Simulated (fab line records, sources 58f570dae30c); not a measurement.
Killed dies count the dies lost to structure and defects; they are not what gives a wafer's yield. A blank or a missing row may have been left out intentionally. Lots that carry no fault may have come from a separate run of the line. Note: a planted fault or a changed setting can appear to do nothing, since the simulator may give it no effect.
Struck lot and sound lot, side by side + flow berkeley_cmos170 + 14 out of 331 route steps
Sound: the wafers L400.4, L400.5, L400.6. Struck: wafers L407.2, L407.5, L407.6. Last of all comes the cause.
At each step with rows: each side's tool, then ch and its chambers, then its first start. Under that, the readings that differ: sound wafers + struck wafers + difference of the means + sigmas: that difference in standard deviations of wafers without a fault.
alike: a reading whose means differ by less than 2 such deviations, as well as words and numbers matching on both sides. not compared: withheld readings; readings where some wafer has no value; bounds like >300 that might hide an equal value; numbers whose values overlap and for which the record gives no deviation.
The two part at a step that has a row with sigmas, a row that says differs or no value, or rows on one side only. Non-overlapping numbers with no deviation appear without sigmas and do not part them. A reading missing from all wafers of one side parts the sides only when that side holds two or more wafers.

first, 2 steps without rows for these wafers: UCB170_GATE_PEB_10; UCB170_GATE_DEVELOP_11 (develop time 45 s).
UCB170_GATE_CD_MEAS_12: the cd target is 350 nm.
  sound on cd_sem-02 at day 6 15:39; struck on cd_sem-01 at day 7 15:55
  alike: cd_nm
UCB170_GATE_OVL_MEAS_13:
  sound on overlay-02 at day 6 15:44; struck on overlay-01 at day 7 16:01
  alike: GATE_OVL
UCB170_GATE_ETCH_14: etches BARC in N2/H2.
  sound on rie_diel-03 ch 0,1,3, day 6 15:44; struck on rie_diel-03 ch 0,1, day 7 16:02
  alike: drypump_motor_current_A, oes_product_au, throttle_valve_pct
UCB170_GATE_ETCH_15: etches poly-Si in HBr/Cl2, stops on SiO2, time 56.3 s, target depth 278.2 nm.
  sound on rie_si-02 ch 1,2, day 6 15:47; struck on rie_si-02 ch 0,2,3, day 7 16:05
  alike: drypump_motor_current_A, oes_product_au, throttle_valve_pct
  not compared: rf_hours_counter_h
UCB170_GATE_STRIP_16: strips in O2.
  sound on plasma_asher-04 ch 0,1, day 6 15:52; struck on plasma_asher-03 ch 0,1, day 7 16:08
  alike: drypump_motor_current_A, oes_product_au
  not compared: rf_hours_counter_h
UCB170_GATE_CD_MEAS_90: the cd target is 350 nm.
  sound on cd_sem-01 at day 6 16:00; struck on cd_sem-02 at day 7 16:15
  alike: cd_nm
then, 4 steps without rows for these wafers: UCB170_GATE_CLEAN_17 (cleans in SPM, time 600 s); UCB170_PLDD_HMDS_00 (prime time 60 s); UCB170_PLDD_COAT_01 (resist thk 900 nm); UCB170_PLDD_SOFTBAKE_02 (time 60 s).
UCB170_PLDD_EXPOSE_03: exposes mask PSELECT, target cd 1200 nm.
  struck on krf_scanner-02, day 7 17:01; sound on krf_scanner-02 ch 0, day 6 16:59
  no value came back on the struck wafers for exposure_dose_mJ_cm2, focus_offset_nm (nm), na, sigma_outer; on the sound wafers exposure_dose_mJ_cm2 reads 29.965 30.008 29.963
  alike: mask
then, 1 step without rows for these wafers: UCB170_PLDD_PEB_04.

## WHERE THEY PART
Within this record, at UCB170_PLDD_EXPOSE_03 only.

WHY: what the simulator had put in
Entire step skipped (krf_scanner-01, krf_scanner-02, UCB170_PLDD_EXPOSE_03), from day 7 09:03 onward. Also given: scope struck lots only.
